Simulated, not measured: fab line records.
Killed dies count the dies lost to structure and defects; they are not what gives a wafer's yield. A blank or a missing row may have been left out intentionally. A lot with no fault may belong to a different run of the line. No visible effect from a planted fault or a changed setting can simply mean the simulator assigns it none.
Comparing a struck lot with a sound one	flow ritCmos	22 steps out of a route of 202
Sound: wafers L270.3, L270.5, L270.6. Wafers struck: L274.1, L274.4, L274.6. The cause is named last.
Each step with rows lists, per side, the tool, then ch with its chambers, then its first start. Under that, the readings that differ: sound wafers	struck wafers	difference of the means	sigmas: that difference in standard deviations of wafers without a fault.
alike: readings whose means differ by less than 2 such deviations, and words and numbers that are the same on both sides. not compared: withheld readings, readings that some wafer has no value for, bounds like >300 that may hide the same value, and numbers for which the record gives no deviation and whose values overlap.
A row with sigmas, a row that says differs or no value, or rows on one side alone: a step with any of these is where the two part. Numbers that have no deviation but don't overlap get no sigmas and don't part them. Lack of a reading on every wafer of one side parts them only where that side has two or more wafers.

first, 2 steps without rows for these wafers: RIT_NSD_HARDBAKE_07 (time 60 s); RIT_NSD_IMPLANT_08.
RIT_NSD_STRIP_09: strips in O2, time 180 s.
  sound on plasmaAsher-03 ch 0,1, day 4 22:18; struck on plasmaAsher-02 ch 0,1, day 5 16:11
  alike: drypumpMotorCurrentA
  not compared: rfHoursCounterH
RIT_NSD_TW_MEAS_10:
  sound on filmMetro-03 at day 4 22:26; struck on filmMetro-03 at day 5 16:22
  alike: NSD_TW
then, 6 steps without rows for these wafers: RIT_PSD_HMDS_00 (prime time 60 s); RIT_PSD_COAT_01 (resist thk 1000 nm); RIT_PSD_SOFTBAKE_02 (time 60 s); RIT_PSD_EXPOSE_03 (exposes mask M10, target cd 40900 nm); RIT_PSD_PEB_04; RIT_PSD_DEVELOP_05 (develop time 50 s).
RIT_PSD_OVL_MEAS_06:
  sound on overlay-01 at day 4 23:20; struck on overlay-02 at day 5 17:23
reading	sound	struck	difference	sigmas
PSD_OVL (nm)	2.4 4.0 4.7	0.2 -0.4 1.3	-3.3	-3
then, 1 step without rows for these wafers: RIT_PSD_HARDBAKE_07 (time 60 s).
RIT_PSD_IMPLANT_08:
  sound on implanter-02 ch 0, day 4 23:34; struck on implanter-02 ch 0, day 5 17:35
  alike: beamEnergyKeV, beamOnS, tiltDeg
RIT_PSD_STRIP_09: strips in O2, time 180 s.
  sound on plasmaAsher-03 ch 0,1, day 4 23:43; struck on plasmaAsher-03 ch 0,1, day 5 17:44
  alike: drypumpMotorCurrentA
  not compared: rfHoursCounterH
RIT_PSD_TW_MEAS_10:
  sound on filmMetro-03 at day 4 23:51; struck on filmMetro-03 at day 5 17:54
  alike: PSD_TW
then, 3 steps without rows for these wafers: RIT_SDANNEAL_CLEAN_00 (cleans in SC1, time 600 s); RIT_SDANNEAL_CLEAN_01 (cleans in dHF, time 30 s); RIT_SDANNEAL_CLEAN_02 (cleans in SC2, time 600 s).
RIT_SDANNEAL_RTA_03: time 5 s.
  sound on rtpAnneal-01 ch 0, day 5 00:17; struck on rtpAnneal-02 ch 0, day 5 18:21
  alike: wafer_temp_C_max
RIT_SDANNEAL_RS_MEAS_04: a four-point-probe measurement.
  sound on filmMetro-04 at day 5 00:22; struck on filmMetro-01 at day 5 18:25
reading	sound	struck	difference	sigmas
PSD_RS (ohm/sq)	116.0 115.5 115.5	- - -	no value on the struck wafers	
RIT_SDANNEAL_RS_MEAS_05: a four-point-probe measurement.
  sound on filmMetro-04 at day 5 00:29; struck on filmMetro-01 at day 5 18:32
  alike: NSD_RS
after that, 1 step had no rows for these wafers: RIT_M1_PROBE_99.

WHERE THEY PART
First at RIT_PSD_OVL_MEAS_06; last, within this record, at RIT_SDANNEAL_RS_MEAS_04. Later steps at which nothing parts them and some readings are alike: RIT_SDANNEAL_RS_MEAS_05.

WHY: what had been put in by the simulator
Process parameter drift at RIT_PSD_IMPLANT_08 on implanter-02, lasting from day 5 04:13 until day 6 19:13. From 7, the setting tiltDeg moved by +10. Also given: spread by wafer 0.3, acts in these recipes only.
